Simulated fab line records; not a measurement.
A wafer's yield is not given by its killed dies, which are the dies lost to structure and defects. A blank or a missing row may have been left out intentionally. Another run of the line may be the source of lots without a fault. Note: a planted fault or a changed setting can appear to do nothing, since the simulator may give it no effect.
Which tool was responsible? + flow berkeley-cmos170 + Sampling: 14 lots, 42 wafers, 3 of 331 route steps

WHAT THE GAUGES READ, wafer by wafer
UCB170_PWELL_THK_MEAS_03.
| lot  | measured    | on            | PWELL_OXIDE_THK (nm) |
|------|-------------|---------------|----------------------|
| L563 | day 3 03:34 | film-metro-03 | 26.7 26.4 26.1       |
| L566 | day 3 20:02 | film-metro-01 | 26.1 26.6 26.0       |
| L567 | day 4 02:08 | film-metro-03 | 25.4 25.5 25.4       |
| L568 | day 4 02:08 | film-metro-02 | 26.7 26.8 26.3       |
| L570 | day 4 08:24 | film-metro-01 | 27.3 27.7 28.4       |
| L572 | day 4 18:26 | film-metro-01 | 26.5 26.5 26.7       |
| L577 | day 6 02:24 | film-metro-01 | 24.9 25.2 24.8       |
| L579 | day 6 12:24 | film-metro-01 | 25.9 25.7 26.0       |
| L580 | day 6 12:24 | film-metro-02 | 26.6 26.3 26.4       |
| L581 | day 7 01:13 | film-metro-02 | 25.5 25.5 25.7       |
| L583 | day 7 08:31 | film-metro-02 | 26.4 26.8 26.5       |
| L584 | day 7 08:35 | film-metro-02 | 26.3 26.5 26.1       |
| L585 | day 7 15:28 | film-metro-02 | 26.8 26.8 26.8       |
| L586 | day 7 15:28 | film-metro-03 | 26.5 27.0 27.2       |

WHICH TOOL RAN EACH LOT (tool, then ch and the chambers of the sampled wafers, then the start)
| lot  | UCB170_ZERO_STRIP_07                | UCB170_NWELL_WET_ETCH_00       |
|------|-------------------------------------|--------------------------------|
| L563 | plasma-asher-02 ch 0,1, day 1 22:37 | wet-bench-03 ch 3, day 1 22:44 |
| L566 | plasma-asher-03 ch 0,1, day 2 13:07 | wet-bench-02 ch 2, day 2 13:13 |
| L567 | plasma-asher-03 ch 1, day 2 22:04   | wet-bench-02 ch 0, day 2 22:10 |
| L568 | plasma-asher-04 ch 0,1, day 2 22:24 | wet-bench-01 ch 3, day 2 22:30 |
| L570 | plasma-asher-04 ch 0,1, day 3 07:35 | wet-bench-02 ch 2, day 3 07:41 |
| L572 | plasma-asher-02 ch 0,1, day 3 18:28 | wet-bench-02 ch 2, day 3 18:34 |
| L577 | plasma-asher-03 ch 0,1, day 5 02:11 | wet-bench-01 ch 1, day 5 02:15 |
| L579 | plasma-asher-03 ch 0, day 5 06:50   | wet-bench-01 ch 3, day 5 08:56 |
| L580 | plasma-asher-02 ch 0,1, day 5 12:17 | wet-bench-01 ch 2, day 5 12:23 |
| L581 | plasma-asher-04 ch 0,1, day 5 20:20 | wet-bench-03 ch 3, day 5 20:50 |
| L583 | plasma-asher-02 ch 0,1, day 6 03:40 | wet-bench-02 ch 1, day 6 06:45 |
| L584 | plasma-asher-04 ch 0,1, day 6 03:54 | wet-bench-02 ch 3, day 6 06:45 |
| L585 | plasma-asher-02 ch 0,1, day 6 12:18 | wet-bench-03 ch 1, day 6 14:28 |
| L586 | plasma-asher-03 ch 0,1, day 6 17:29 | wet-bench-01 ch 0, day 6 17:35 |
- UCB170_ZERO_STRIP_07: strips in O2.
- UCB170_NWELL_WET_ETCH_00: etches SiO2 in dHF, time 200 s.

WHAT THE TOOLS THEMSELVES READ (means of the sampled wafers that have a number; where no wafer has one, the mark that the record gives instead)
UCB170_ZERO_STRIP_07.
| lot  | tool            | drypump-motor-current-A (A) | oes-product-au (a.u.) | strip-time-to-endpoint-s (s) |
|------|-----------------|-----------------------------|-----------------------|------------------------------|
| L563 | plasma-asher-02 | 5.4                         | 0.727                 | 21.50                        |
| L566 | plasma-asher-03 | 5.9                         | 0.727                 | 21.47                        |
| L567 | plasma-asher-03 | 6.1                         | 0.726                 | 21.41                        |
| L568 | plasma-asher-04 | 5.7                         | 0.728                 | 21.49                        |
| L570 | plasma-asher-04 | 5.4                         | 0.725                 | 21.51                        |
| L572 | plasma-asher-02 | 5.4                         | 0.728                 | 21.56                        |
| L577 | plasma-asher-03 | 5.9                         | 0.727                 | 21.45                        |
| L579 | plasma-asher-03 | 5.5                         | 0.731                 | 21.53                        |
| L580 | plasma-asher-02 | 5.5                         | 0.725                 | 21.48                        |
| L581 | plasma-asher-04 | 5.7                         | 0.730                 | 21.50                        |
| L583 | plasma-asher-02 | 5.5                         | 0.726                 | 21.53                        |
| L584 | plasma-asher-04 | 5.4                         | 0.730                 | 21.58                        |
| L585 | plasma-asher-02 | 5.5                         | 0.728                 | 21.55                        |
| L586 | plasma-asher-03 | 5.6                         | 0.732                 | 21.47                        |

UCB170_NWELL_WET_ETCH_00.
| lot  | tool         | bath-heat-duty-pct (%) | run-length-s (s) |
|------|--------------|------------------------|------------------|
| L563 | wet-bench-03 | 5.2                    | 231              |
| L566 | wet-bench-02 | 6.8                    | 225              |
| L567 | wet-bench-02 | 6.5                    | 234              |
| L568 | wet-bench-01 | -                      | -                |
| L570 | wet-bench-02 | -                      | -                |
| L572 | wet-bench-02 | 6.6                    | 226              |
| L577 | wet-bench-01 | 7.0                    | 227              |
| L579 | wet-bench-01 | 6.2                    | 232              |
| L580 | wet-bench-01 | 5.9                    | 225              |
| L581 | wet-bench-03 | 5.3                    | 224              |
| L583 | wet-bench-02 | 5.8                    | 225              |
| L584 | wet-bench-02 | 7.1                    | 227              |
| L585 | wet-bench-03 | 7.1                    | 232              |
| L586 | wet-bench-01 | 6.8                    | 235              |

THE ANSWER, worked out from the rows above alone
Rule: usual is defined by the lots themselves. The widest of any qualifying gaps counts: lots, ordered by their means at a reading, are off when they make up no more than a third of the lots, leave a main group of 4 or more, and stand apart from it by 3 or more times the standard deviation of that group's means. A main group is skipped when, at the precision printed for the reading in the tables above, its means are all equal. A lot without any number at a reading at which 4 lots or more have one is off too. Where the step has rows for the other lots, those lots are counted as sound. After the gauges, taken in route order, come the tools' own readings; for these a lot's mean is taken, as printed above. The first step at which some lot is off is used, and at that step the reading that is off furthest; a lot without a number counts as furthest.
Off: L568, L570 (UCB170_NWELL_WET_ETCH_00, bath-heat-duty-pct). Without a number there: L568, L570. The main group: mean 6.4 %, standard deviation 0.64.
A tool fits if, at that step or a process step before it, it ran every lot that is off, and no sound lot after the first of them. Of those tried, none fits.

WHAT THE SIMULATOR PUT IN
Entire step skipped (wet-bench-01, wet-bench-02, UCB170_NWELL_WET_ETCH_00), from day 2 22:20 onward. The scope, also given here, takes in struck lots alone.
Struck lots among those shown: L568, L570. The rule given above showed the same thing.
